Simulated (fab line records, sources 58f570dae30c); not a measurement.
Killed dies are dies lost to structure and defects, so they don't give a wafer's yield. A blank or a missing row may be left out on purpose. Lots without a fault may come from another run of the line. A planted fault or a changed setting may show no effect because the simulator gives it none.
fab line records | flow berkeley_cmos170 | part 1 of 2: steps 1 to 35 of 48
record lots=5 wafers=15 last_day=12
route steps=331 shown ACTIVE@74 PFIELD@79 FIELD@89 SACOX@97 SCREENOX@100 NVT@104 PVT@115
lots that met no fault: from a run of the same line without faults
start_h: hours from the record's first day to the start of the lot's first wafer shown | wait_h: hours since the lot's step before | " the same as in the row above | L1.1+2: a row that stands for several wafers | - no value, or no start given | * or withheld: withheld | < > ~ a bound
route shown NAME@n: a module of which the file shows steps, and the number in the route of the first | usual: mean/standard deviation of fault-free wafers | same: alike in all rows | chamber/n: place in a boat | sites: the reading at each site | _std_site: their standard deviation | _edge_site: outer sites' mean less inner sites' | radius_mm: how far each site lies from the wafer's centre | mask NAME#n: copy n | behind: the tool/chamber that last shaped the wafer | hold: why the lot was held/for how many hours/how that ended | device: the transistor (n, p or np) that didn't switch | end of line: the same wafers' tests at the end of the route | a step without rows: its recipe alone | killed: dies lost to structure and defects at the first sort, not the wafer's yield | map: a wafer's dies, x killed, . not, _ none there
set.NAME: the setting as run; set.NAME@STEP: as run at that earlier step | model.NAME: the simulator's own value behind a step, which no gauge read
lots at some steps of the route; a table a step, a row a wafer
services: from which hour (start_h, from the record's first day; less than 0 if before it) a tool's chamber was out of use, for how many hours, and why
## steps
# step UCB170_ACTIVE_OVL_MEAS_14
# usual ACTIVE_OVL=4/5.7
# columns lot.wafer tool chamber start_h wait_h ACTIVE_OVL[nm]
L074.2 overlay-02 - 94.67 0.1 -4
L074.4 " - " " 2
L074.6 " - " " 3
L078.1 overlay-02 - 117.56 0.1 -2
L078.4 " - " " -5
L078.5 " - " " -1
L080.1 overlay-01 - 131.09 0.1 9
L080.2 " - " " 7
L080.6 " - " " 4
L085.1 overlay-01 - 151.46 0.1 2
L085.2 " - " " -1
L085.4 " - " " 4
L093.1 overlay-02 - 188.43 0.1 10
L093.4 " - " " 8
L093.6 " - " " 5
# step UCB170_ACTIVE_ETCH_15
# recipe chemistry=CH3F/Ar/O2 target=Si3N4 stop_on=SiO2 CH3F_flow_sccm=20 Ar_flow_sccm=50 O2_flow_sccm=7 pressure_mtorr=50 rf_w=450 target_depth_a=2420 over_etch_frac=0.1 time_s=151
# usual O2_flow_sccm=7.000/0.019 drypump_motor_current_A=5.7/0.4 oes_product_au=0.936/0.015 throttle_valve_pct=8.00/0.14
# columns lot.wafer tool chamber start_h wait_h O2_flow_sccm drypump_motor_current_A oes_product_au rf_hours_counter_h throttle_valve_pct
L074.2 rie_diel-02 0 94.70 0.0 7.005 5.5 0.943 15 7.87
L074.4 " 3 " " 7.002 6.1 0.943 2 8.07
L074.6 " 0 " " 6.981 5.5 0.945 - 7.86
L078.1 rie_diel-01 2 117.60 0.0 6.986 5.2 0.961 12 8.15
L078.4 " 3 " " 6.992 6.0 0.926 - 8.14
L078.5 " 0 " " 6.964 5.6 0.956 - 8.00
L080.1 rie_diel-02 3 131.13 0.0 6.985 6.1 0.927 4 8.06
L080.2 " 1 " " 7.025 5.3 0.962 107 8.12
L080.6 " 3 " " 6.980 6.1 0.939 - 8.05
L085.1 rie_diel-02 2 151.49 0.0 6.988 5.9 0.937 76 7.98
L085.2 " 3 " " 7.000 6.1 0.939 5 8.07
L085.4 " 1 " " 7.014 5.3 0.951 108 8.11
L093.1 rie_diel-04 2 188.46 0.0 6.992 5.7 0.922 21 7.98
L093.4 " 1 " " 6.986 6.5 0.906 22 7.88
L093.6 " 2 " " 7.007 5.7 0.928 - 7.97
# step UCB170_ACTIVE_STRIP_16
# recipe chemistry=O2 power_w=400 pressure_mtorr=3500 platen_temp_c=withheld o2_flow_sccm=400 overash_fraction=0.5
# usual drypump_motor_current_A=5.59/0.27 o2_flow_sccm=400.2/1.3 oes_product_au=0.721/0.0045 strip_time_to_endpoint_s=18.05/0.082
# columns lot.wafer tool chamber start_h wait_h drypump_motor_current_A o2_flow_sccm oes_product_au rf_hours_counter_h strip_time_to_endpoint_s
L074.2 plasma_asher-04 0 94.80 0.1 5.30 400.9 0.719 35 18.12
L074.4 " 0 " " 5.31 402.5 0.716 - 18.12
L074.6 " 0 " " 5.29 401.4 0.717 - 18.16
L078.1 plasma_asher-03 0 117.70 0.1 5.59 398.6 0.723 28 18.12
L078.4 " 1 " " 5.60 399.6 0.723 - 17.98
L078.5 " 0 " " 5.59 399.9 0.724 - 18.09
L080.1 plasma_asher-03 0 131.23 0.1 5.60 399.8 0.722 29 18.14
L080.2 " 1 " " 5.59 400.3 0.726 29 18.10
L080.6 " 1 " " 5.60 400.7 0.721 - 18.18
L085.1 plasma_asher-04 1 151.59 0.1 6.05 400.1 0.728 40 18.05
L085.2 " 0 " " 5.28 399.6 0.719 40 18.12
L085.4 " 0 " " 5.28 399.8 0.715 - 18.05
L093.1 plasma_asher-04 1 188.56 0.1 6.02 399.8 0.709 45 18.11
L093.4 " 0 " " 5.28 399.3 0.713 - 18.18
L093.6 " 0 " " 5.26 401.0 0.723 - 18.02
# step UCB170_ACTIVE_CD_MEAS_90
# recipe target_cd_nm=1200
# usual cd_nm=1200.1/1.6
# columns lot.wafer tool chamber start_h wait_h cd_nm
L074.2 cd_sem-02 - 94.92 0.1 1196.0
L074.4 " - " " 1196.3
L074.6 " - " " 1198.1
L078.1 cd_sem-02 - 117.80 0.1 1202.2
L078.4 " - " " 1202.0
L078.5 " - " " 1202.3
L080.1 cd_sem-02 - 131.33 0.1 1203.0
L080.2 " - " " 1202.4
L080.6 " - " " 1201.1
L085.1 cd_sem-02 - 151.73 0.1 1200.0
L085.2 " - " " 1199.6
L085.4 " - " " 1198.8
L093.1 cd_sem-01 - 188.67 0.1 1200.8
L093.4 " - " " 1199.5
L093.6 " - " " 1199.4
# step UCB170_ACTIVE_CLEAN_17
# recipe chemistry=SPM temp_c=120 time_s=600
# columns lot.wafer tool chamber start_h wait_h
L074.2+4+6 wet_bench-02 3 95.02 0.1
L078.1+4+5 wet_bench-03 1 117.92 0.1
L080.1+2+6 wet_bench-01 3 131.63 0.3
L085.1+2+4 wet_bench-01 2 151.85 0.1
L093.1+4+6 wet_bench-02 0 188.79 0.1
# step UCB170_PFIELD_HMDS_00
# recipe prime_time_s=60 prime_temp_c=100
# same prime_time_s=60
# columns lot.wafer tool chamber start_h wait_h
L074.2+4+6 litho_track-02 0 95.45 0.3
L078.1+4+5 litho_track-01 0 118.44 0.3
L080.1+2+6 litho_track-03 0 131.84 0.0
L085.1+2+4 litho_track-02 0 152.49 0.4
L093.1+4+6 litho_track-02 0 189.15 0.2
# step UCB170_PFIELD_COAT_01
# recipe resist=KrF spin_rpm=1500 resist_thk_nm=900
# columns lot.wafer tool chamber start_h wait_h
L074.2+4+6 litho_track-02 0 95.60 0.1
L078.1+4+5 litho_track-01 0 118.59 0.1
L080.1+2+6 litho_track-03 0 131.99 0.1
L085.1+2+4 litho_track-02 0 152.64 0.1
L093.1+4+6 litho_track-02 0 189.30 0.1
# step UCB170_PFIELD_SOFTBAKE_02
# recipe resist=KrF temp_c=130 time_s=60
# columns lot.wafer tool chamber start_h wait_h
L074.2+4+6 litho_track-02 0 95.75 0.1
L078.1+4+5 litho_track-01 0 118.74 0.1
L080.1+2+6 litho_track-03 0 132.14 0.1
L085.1+2+4 litho_track-02 0 152.79 0.1
L093.1+4+6 litho_track-02 0 189.45 0.1
# step UCB170_PFIELD_EXPOSE_03
# recipe mask_id=PFIELD na=0.5 sigma_outer=0.6 source_shape=conventional target_cd_nm=1500 dose_mj=30
# same sigma_outer=0.6
# columns lot.wafer tool chamber start_h wait_h mask
L074.2+4+6 krf_scanner-02 0 96.14 0.4 PFIELD#0
L078.1+4+5 krf_scanner-02 0 119.13 0.4 PFIELD#0
L080.1+2+6 krf_scanner-02 0 132.41 0.2 PFIELD#0
L085.1+2+4 krf_scanner-02 0 152.94 0.1 PFIELD#0
L093.1+4+6 krf_scanner-02 0 189.60 0.1 PFIELD#0
# step UCB170_PFIELD_PEB_04
# recipe peb_temp_c=130 peb_time_s=withheld resist=KrF
# columns lot.wafer tool chamber start_h wait_h
L074.2+4+6 litho_track-03 0 96.35 0.2
L078.1+4+5 litho_track-03 0 119.52 0.4
L080.1+2+6 litho_track-03 0 132.56 0.1
L085.1+2+4 litho_track-01 0 153.34 0.4
L093.1+4+6 litho_track-03 0 189.72 0.1
# step UCB170_PFIELD_DEVELOP_05
# recipe developer=TMAH develop_time_s=45 resist=KrF dev_temp_c=21
# columns lot.wafer tool chamber start_h wait_h
L074.2+4+6 litho_track-03 0 - -
L078.1+4+5 litho_track-03 0 - -
L080.1+2+6 litho_track-03 0 - -
L085.1+2+4 litho_track-01 0 - -
L093.1+4+6 litho_track-03 0 - -
# step UCB170_PFIELD_OVL_MEAS_06
# usual PFIELD_OVL=2/6.4
# columns lot.wafer tool chamber start_h wait_h PFIELD_OVL[nm]
L074.2 overlay-01 - 96.61 - 8
L074.4 " - " " 4
L074.6 " - " " 4
L078.1 overlay-02 - 119.79 - 3
L078.4 " - " " -5
L078.5 " - " " 8
L080.1 overlay-02 - 132.84 - -2
L080.2 " - " " 0
L080.6 " - " " -2
L085.1 overlay-01 - 153.61 - -3
L085.2 " - " " -1
L085.4 " - " " -3
L093.1 overlay-02 - 189.99 - 1
L093.4 " - " " 2
L093.6 " - " " 13
# step UCB170_PFIELD_IMPLANT_07
# recipe species=B dose_cm2=2e+13 energy_kev=80 tilt_deg=7
# usual beam_energy_keV=79.996/0.026
# columns lot.wafer tool chamber start_h wait_h beam_energy_keV
L074.2 implanter-02 0 96.66 0.0 80.059
L074.4 " 0 " " 80.031
L074.6 " 0 " " 79.989
L078.1 implanter-02 0 119.83 0.0 79.967
L078.4 " 0 " " 79.983
L078.5 " 0 " " 79.998
L080.1 implanter-03 0 132.87 0.0 80.049
L080.2 " 0 " " 80.031
L080.6 " 0 " " 80.013
L085.1 implanter-04 0 153.65 0.0 79.979
L085.2 " 0 " " 79.959
L085.4 " 0 " " 79.964
L093.1 implanter-03 0 190.03 0.0 80.003
L093.4 " 0 " " 79.973
L093.6 " 0 " " 79.977
# step UCB170_PFIELD_STRIP_08
# recipe chemistry=O2 power_w=400 pressure_mtorr=3500 platen_temp_c=withheld o2_flow_sccm=400 overash_fraction=0.5
# usual drypump_motor_current_A=5.48/0.24 o2_flow_sccm=399.8/1.2 oes_product_au=0.734/0.0044 strip_time_to_endpoint_s=21.60/0.063
# columns lot.wafer tool chamber start_h wait_h drypump_motor_current_A o2_flow_sccm oes_product_au rf_hours_counter_h strip_time_to_endpoint_s
L074.2 plasma_asher-01 0 96.79 0.1 5.06 398.4 0.728 41 21.71
L074.4 " 1 " " 5.90 400.6 0.732 - 21.63
L074.6 " 1 " " 5.82 399.1 0.729 - 21.65
L078.1 plasma_asher-01 0 119.98 0.1 5.03 400.7 0.740 44 21.65
L078.4 " 1 " " 5.85 398.2 0.733 - 21.65
L078.5 " 1 " " 5.80 399.7 0.739 - 21.65
L080.1 plasma_asher-02 0 133.02 0.1 5.35 401.5 0.740 1 21.57
L080.2 " 1 " " 5.41 399.1 0.729 1 21.53
L080.6 " 1 " " 5.41 399.3 0.740 - 21.59
L085.1 plasma_asher-01 1 153.80 0.1 5.80 401.0 0.731 48 21.76
L085.2 " 0 " " 5.05 398.5 0.735 48 21.67
L085.4 " 0 " " 5.05 398.1 0.737 - 21.71
L093.1 plasma_asher-02 1 190.18 0.1 5.41 399.9 0.731 7 21.47
L093.4 " 1 " " 5.43 400.4 0.740 - 21.52
L093.6 " 1 " " 5.43 400.0 0.741 - 21.55
# step UCB170_PFIELD_TW_MEAS_09
# usual PFIELD_TW=597/3.8
# columns lot.wafer tool chamber start_h wait_h PFIELD_TW
L074.2 film_metro-01 - 96.90 0.1 598
L074.4 " - " " 596
L074.6 " - " " 599
L078.1 film_metro-01 - 120.20 0.2 600
L078.4 " - " " 599
L078.5 " - " " 598
L080.1 film_metro-03 - 133.12 0.1 592
L080.2 " - " " 595
L080.6 " - " " 597
L085.1 film_metro-03 - 153.90 0.1 595
L085.2 " - " " 592
L085.4 " - " " 595
L093.1 film_metro-01 - 190.28 0.1 599
L093.4 " - " " 600
L093.6 " - " " 600
# step UCB170_FIELD_CLEAN_00
# recipe chemistry=dHF dilution=25:1 time_s=7.5
# columns lot.wafer tool chamber start_h wait_h
L074.2+4+6 wet_bench-04 2 96.95 0.0
L078.1+4+5 wet_bench-04 3 120.34 0.1
L080.1+2+6 wet_bench-01 2 133.18 0.1
L085.1+2+4 wet_bench-04 3 154.23 0.3
L093.1+4+6 wet_bench-04 1 190.34 0.1
# step UCB170_FIELD_OXIDATION_01
# recipe temp_c=1000 ambient=H2O p_h2o_torr=584.62 target_thk_a=5583 ox_time_s=7200
# columns lot.wafer tool chamber start_h wait_h
L074.2+4+6 furnace-04 0 101.25 4.3
L078.1+4+5 furnace-04 0 125.06 4.7
L080.1+2+6 furnace-04 0 136.77 3.6
L085.1+2+4 furnace-01 0 154.64 0.4
L093.1+4+6 furnace-01 0 193.46 3.1
# step UCB170_FIELD_THK_MEAS_02
# recipe reads=SiO2_of_FIELD_OXIDATION_01
# usual FIELD_OXIDE_THK=554/8.6
# columns lot.wafer tool chamber start_h wait_h FIELD_OXIDE_THK[nm]
L074.2 film_metro-01 - 104.26 0.0 548
L074.4 " - " " 545
L074.6 " - " " 546
L078.1 film_metro-02 - 128.06 0.0 545
L078.4 " - " " 548
L078.5 " - " " 545
L080.1 film_metro-01 - 139.79 0.0 548
L080.2 " - " " 538
L080.6 " - " " 539
L085.1 film_metro-02 - 157.70 0.1 553
L085.2 " - " " 555
L085.4 " - " " 555
L093.1 film_metro-02 - 196.63 0.2 567
L093.4 " - " " 562
L093.6 " - " " 564
# step UCB170_FIELD_ANNEAL_03
# recipe temp_c=1000 time_s=1200 ambient=N2
# columns lot.wafer tool chamber start_h wait_h
L074.2+4+6 furnace-01 0 107.48 3.2
L078.1+4+5 furnace-04 0 134.09 6.0
L080.1+2+6 furnace-01 0 143.29 3.5
L085.1+2+4 furnace-04 0 161.57 3.9
L093.1+4+6 furnace-02 0 201.81 5.2
# step UCB170_FIELD_WET_ETCH_04
# recipe chemistry=dHF dilution=10:1 target=SiO2 temp_c=25 time_s=60
# columns lot.wafer tool chamber start_h wait_h
L074.2+4+6 wet_bench-04 0 108.81 0.0
L078.1+4+5 wet_bench-03 0 135.42 0.0
L080.1+2+6 wet_bench-03 0 144.63 0.0
L085.1+2+4 wet_bench-03 2 162.91 0.0
L093.1+4+6 wet_bench-04 2 203.15 0.0
# step UCB170_FIELD_WET_ETCH_05
# recipe chemistry=H3PO4 target=Si3N4 temp_c=160 time_s=12600
# columns lot.wafer tool chamber start_h wait_h
L074.2+4+6 wet_bench-03 2 108.84 0.0
L078.1+4+5 wet_bench-01 3 135.45 0.0
L080.1+2+6 wet_bench-03 3 144.65 0.0
L085.1+2+4 wet_bench-01 0 162.93 0.0
L093.1+4+6 wet_bench-04 3 203.18 0.0
# step UCB170_FIELD_WET_ETCH_06
# recipe chemistry=BOE dilution=5:1 target=SiO2 temp_c=25 time_s=22
# columns lot.wafer tool chamber start_h wait_h
L074.2+4+6 wet_bench-04 0 112.34 0.0
L078.1+4+5 wet_bench-04 1 139.62 0.0
L080.1+2+6 wet_bench-04 0 148.16 0.0
L085.1+2+4 wet_bench-04 3 166.59 0.1
L093.1+4+6 wet_bench-04 3 207.00 0.0
# step UCB170_FIELD_THK_MEAS_90
# recipe reads=SiO2_of_FIELD_OXIDATION_01
# usual FIELD_OXIDE_LEFT_1_THK=438/8.7
# columns lot.wafer tool chamber start_h wait_h FIELD_OXIDE_LEFT_1_THK[nm]
L074.2 film_metro-02 - 112.37 0.0 431
L074.4 " - " " 429
L074.6 " - " " 430
L078.1 film_metro-02 - 139.66 0.0 428
L078.4 " - " " 431
L078.5 " - " " 428
L080.1 film_metro-01 - 148.18 0.0 432
L080.2 " - " " 422
L080.6 " - " " 423
L085.1 film_metro-02 - 166.64 0.0 437
L085.2 " - " " 438
L085.4 " - " " 438
L093.1 film_metro-02 - 207.07 0.0 450
L093.4 " - " " 444
L093.6 " - " " 446
# step UCB170_SACOX_CLEAN_00
# recipe chemistry=dHF dilution=25:1 time_s=7.5
# columns lot.wafer tool chamber start_h wait_h
L074.2+4+6 wet_bench-04 3 112.42 0.0
L078.1+4+5 wet_bench-04 2 139.72 0.1
L080.1+2+6 wet_bench-04 2 148.24 0.1
L085.1+2+4 wet_bench-02 3 166.70 0.1
L093.1+4+6 wet_bench-04 1 207.13 0.1
# step UCB170_SACOX_OXIDATION_01
# recipe temp_c=900 ambient=O2 target_thk_a=144 ox_time_s=2400
# columns lot.wafer tool chamber start_h wait_h
L074.2+4+6 furnace-02 0 116.68 4.2
L078.1+4+5 furnace-02 0 142.96 3.2
L080.1+2+6 furnace-04 0 151.04 2.8
L085.1+2+4 furnace-02 0 167.85 1.1
L093.1+4+6 furnace-02 0 214.86 7.7
# step UCB170_SACOX_THK_MEAS_02
# recipe reads=SiO2_of_SACOX_OXIDATION_01
# usual SACOX_OXIDE_THK=14.27/0.21
# columns lot.wafer tool chamber start_h wait_h SACOX_OXIDE_THK[nm]
L074.2 film_metro-03 - 118.36 0.0 14.25
L074.4 " - " " 14.08
L074.6 " - " " 13.97
L078.1 film_metro-02 - 144.63 0.0 14.43
L078.4 " - " " 14.50
L078.5 " - " " 14.18
L080.1 film_metro-04 - 152.71 0.0 14.42
L080.2 " - " " 14.50
L080.6 " - " " 14.34
L085.1 film_metro-02 - 169.51 0.0 14.36
L085.2 " - " " 14.18
L085.4 " - " " 14.06
L093.1 film_metro-03 - 216.53 0.0 14.48
L093.4 " - " " 14.41
L093.6 " - " " 14.53
# step UCB170_SCREENOX_WET_ETCH_00
# recipe chemistry=dHF dilution=25:1 target=SiO2 temp_c=25 time_s=200
# columns lot.wafer tool chamber start_h wait_h
L074.2+4+6 wet_bench-02 3 118.41 0.0
L078.1+4+5 wet_bench-02 0 144.69 0.1
L080.1+2+6 wet_bench-04 2 152.77 0.1
L085.1+2+4 wet_bench-03 3 169.57 0.1
L093.1+4+6 wet_bench-02 2 216.59 0.1
# step UCB170_SCREENOX_OXIDATION_01
# recipe temp_c=900 ambient=O2 target_thk_a=144 ox_time_s=2400
# columns lot.wafer tool chamber start_h wait_h
L074.2+4+6 furnace-02 0 123.53 5.1
L078.1+4+5 furnace-01 0 148.48 3.7
L080.1+2+6 furnace-02 0 156.73 3.9
L085.1+2+4 furnace-02 0 174.01 4.4
L093.1+4+6 furnace-04 0 219.42 2.8
# step UCB170_SCREENOX_THK_MEAS_02
# recipe reads=SiO2_of_SCREENOX_OXIDATION_01
# usual SCREENOX_OXIDE_THK=14.18/0.26
# columns lot.wafer tool chamber start_h wait_h SCREENOX_OXIDE_THK[nm]
L074.2 film_metro-01 - 125.21 0.0 14.55
L074.4 " - " " 14.33
L074.6 " - " " 14.27
L078.1 film_metro-01 - 150.14 0.0 14.16
L078.4 " - " " 14.10
L078.5 " - " " 13.99
L080.1 film_metro-04 - 158.40 0.0 14.80
L080.2 " - " " 14.87
L080.6 " - " " 14.69
L085.1 film_metro-01 - 175.68 0.0 14.27
L085.2 " - " " 14.19
L085.4 " - " " 14.26
L093.1 film_metro-01 - 221.10 0.0 14.18
L093.4 " - " " 14.09
L093.6 " - " " 14.22
# step UCB170_SCREENOX_ANNEAL_03
# recipe temp_c=900 time_s=900 ambient=N2
# columns lot.wafer tool chamber start_h wait_h
L074.2+4+6 furnace-01 0 132.01 6.8
L078.1+4+5 furnace-02 0 154.23 4.1
L080.1+2+6 furnace-01 0 161.83 3.4
L085.1+2+4 furnace-02 0 178.28 2.6
L093.1+4+6 furnace-04 0 223.77 2.7
# step UCB170_NVT_HMDS_00
# recipe prime_time_s=60 prime_temp_c=100
# same prime_time_s=60
# columns lot.wafer tool chamber start_h wait_h
L074.2+4+6 litho_track-03 0 133.31 0.0
L078.1+4+5 litho_track-04 0 155.48 0.0
L080.1+2+6 litho_track-04 0 163.39 0.3
L085.1+2+4 litho_track-03 0 180.45 0.9
L093.1+4+6 litho_track-02 0 225.94 0.9
# step UCB170_NVT_COAT_01
# recipe resist=KrF spin_rpm=1500 resist_thk_nm=900
# columns lot.wafer tool chamber start_h wait_h
L074.2+4+6 litho_track-03 0 133.46 0.1
L078.1+4+5 litho_track-04 0 155.63 0.1
L080.1+2+6 litho_track-04 0 163.54 0.1
L085.1+2+4 litho_track-03 0 180.60 0.1
L093.1+4+6 litho_track-02 0 226.09 0.1
# step UCB170_NVT_SOFTBAKE_02
# recipe resist=KrF temp_c=130 time_s=60
# columns lot.wafer tool chamber start_h wait_h
L074.2+4+6 litho_track-03 0 133.61 0.1
L078.1+4+5 litho_track-04 0 155.78 0.1
L080.1+2+6 litho_track-04 0 163.69 0.1
L085.1+2+4 litho_track-03 0 180.75 0.1
L093.1+4+6 litho_track-02 0 226.24 0.1
# step UCB170_NVT_EXPOSE_03
# recipe mask_id=PWELL target_cd_nm=3000 na=0.5 sigma_outer=0.6 source_shape=conventional dose_mj=30
# same sigma_outer=0.6
# columns lot.wafer tool chamber start_h wait_h mask
L074.2+4+6 krf_scanner-01 0 133.97 0.3 PWELL#0
L078.1+4+5 krf_scanner-02 0 156.06 0.2 PWELL#0
L080.1+2+6 krf_scanner-01 0 163.84 0.1 PWELL#0
L085.1+2+4 krf_scanner-02 0 181.03 0.2 PWELL#0
L093.1+4+6 krf_scanner-01 0 226.39 0.1 PWELL#0
# step UCB170_NVT_PEB_04
# recipe peb_temp_c=130 peb_time_s=withheld resist=KrF
# columns lot.wafer tool chamber start_h wait_h
L074.2+4+6 litho_track-02 0 134.19 0.2
L078.1+4+5 litho_track-02 0 156.29 0.2
L080.1+2+6 litho_track-03 0 163.96 0.1
L085.1+2+4 litho_track-03 0 181.63 0.6
L093.1+4+6 litho_track-02 0 227.39 1.0
